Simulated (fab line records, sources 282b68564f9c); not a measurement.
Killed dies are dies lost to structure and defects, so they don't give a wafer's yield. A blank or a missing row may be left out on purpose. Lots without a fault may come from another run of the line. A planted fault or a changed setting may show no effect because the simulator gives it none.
Split-lot experiment | flow rit_cmos | 5 lots, 23 wafers read, on a route of 202 steps

THE SPLIT
At RIT_CONTACT_DEVELOP_07 (develop time 120 s), the setting develop_time_s was moved away from the recipe's 120 s on 8 of the 23 wafers read, by -12.2% to -10.8%. The other wafers ran this setting at the recipe's value.

FROM THE SPLIT TO THE READING: what the file shows between them, 3 steps
- RIT_CONTACT_CD_MEAS_08: target cd 1000 nm
- RIT_CONTACT_ETCH_11: etches SiO2 in CHF3/CF4/Ar, stops on TiSi2, target depth 480 nm, time 320 s (also split here: time_s)
- RIT_CONTACT_STRIP_12: strips in O2, time 180 s

THE READING
cd_nm, in nm, at RIT_CONTACT_CD_MEAS_90 (target cd 1000 nm). Fault-free wafers of this fab line usually give 999.2 nm, standard deviation 2.1 nm.

wafer  | tool, chamber at the split | develop_time_s as run, s | against the recipe | cd_nm, nm | against lot-mates on the recipe
L074.1 | litho_track-03, 0          | 120                      | recipe             | 1001.1    | -
L074.2 | litho_track-03, 0          | 105.7                    | -11.9%             | 991.2     | -8.8
L074.3 | litho_track-03, 0          | 105.7                    | -11.9%             | 989.7     | -10.3
L074.4 | litho_track-03, 0          | 120                      | recipe             | 998.9     | -
L074.5 | litho_track-03, 0          | 105.7                    | -11.9%             | 991.4     | -8.6
L075.1 | litho_track-01, 0          | 107.1                    | -10.8%             | 991.2     | -9.2
L075.2 | litho_track-01, 0          | 120                      | recipe             | 999.6     | -
L075.3 | litho_track-01, 0          | 107.1                    | -10.8%             | 992.4     | -8.0
L075.4 | litho_track-01, 0          | 120                      | recipe             | 1000.8    | -
L075.6 | litho_track-01, 0          | 120                      | recipe             | 1000.9    | -
L078.1 | litho_track-03, 0          | 120                      | recipe             | 999.2     | -
L078.2 | litho_track-03, 0          | 120                      | recipe             | 999.0     | -
L078.4 | litho_track-03, 0          | 120                      | recipe             | 1001.2    | -
L078.5 | litho_track-03, 0          | 120                      | recipe             | 998.2     | -
L078.6 | litho_track-03, 0          | 120                      | recipe             | 1000.5    | -
L080.1 | litho_track-01, 0          | 120                      | recipe             | 998.3     | -
L080.2 | litho_track-01, 0          | 105.4                    | -12.2%             | 988.4     | -9.8
L080.3 | litho_track-01, 0          | 120                      | recipe             | 998.0     | -
L080.5 | litho_track-01, 0          | 105.4                    | -12.2%             | 988.9     | -9.2
L080.6 | litho_track-01, 0          | 105.4                    | -12.2%             | 987.8     | -10.4
L083.3 | litho_track-01, 0          | 120                      | recipe             | 1000.0    | -
L083.4 | litho_track-01, 0          | 120                      | recipe             | 1000.3    | -
L083.6 | litho_track-01, 0          | 120                      | recipe             | 1002.4    | -

THE FIT
A straight line over all 23 wafers: cd_nm changes by +0.838 nm for each +1% of develop_time_s; r = +0.97; the points scatter about the line by 1.3 nm.
The same after taking each lot's own level away (the mean of its wafers on the recipe; 23 wafers): +0.792 nm for each +1%; r = +0.98; scatter 0.87 nm.
On that fit, the largest move of develop_time_s shifts the reading by 9.6 nm.
The lots' own levels span 998.15 to 1000.90 nm, that is 1.3 times the standard deviation above.
So the lot-to-lot level changes the slope little: the two slopes agree.
Check: with one of the wafers moved furthest among these (-12.2%) left out of the fit, the line predicts -9.63 nm for it against its lot-mates. It came out at -9.75 nm against them.

OTHER SPLITS ON THESE WAFERS
These wafers also went through other splits before the reading. Each is held against what the fit with the lots' levels taken away leaves over:
other split on the same wafers  | wafers away from the commonest value | r with cd_nm (lot level and that fit taken away)
RIT_NSD_SOFTBAKE_02 temp_c      | 9                                    | +0.01
RIT_NSD_IMPLANT_08 energy_kev   | 5                                    | -0.01
RIT_SILICIDE_SPUTTER_01 power_w | 8                                    | +0.02
RIT_CONTACT_ETCH_11 time_s      | 9                                    | +0.19

THE WHOLE CHAIN: every reading that the file lists as answering this split, in the file's order
step                   | what it does                                                                | reading                                                        | change (the file's fit)               | r (the file's)
RIT_CONTACT_CD_MEAS_08 | target cd 1000 nm                                                           | cd_nm                                                          | +0.833 nm for each +1% of the setting | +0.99
RIT_CONTACT_ETCH_11    | etches SiO2 in CHF3/CF4/Ar, stops on TiSi2, target depth 480 nm, time 320 s | CONTACT.cd_nm (the simulator's own value, which no gauge read) | +0.801 nm for each +1% of the setting | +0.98
RIT_CONTACT_CD_MEAS_90 | target cd 1000 nm                                                           | cd_nm                                                          | +0.793 nm for each +1% of the setting | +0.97

THE FILE'S OWN FIT
cd_nm changes by +0.793 nm for each +1% of develop_time_s, r = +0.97.
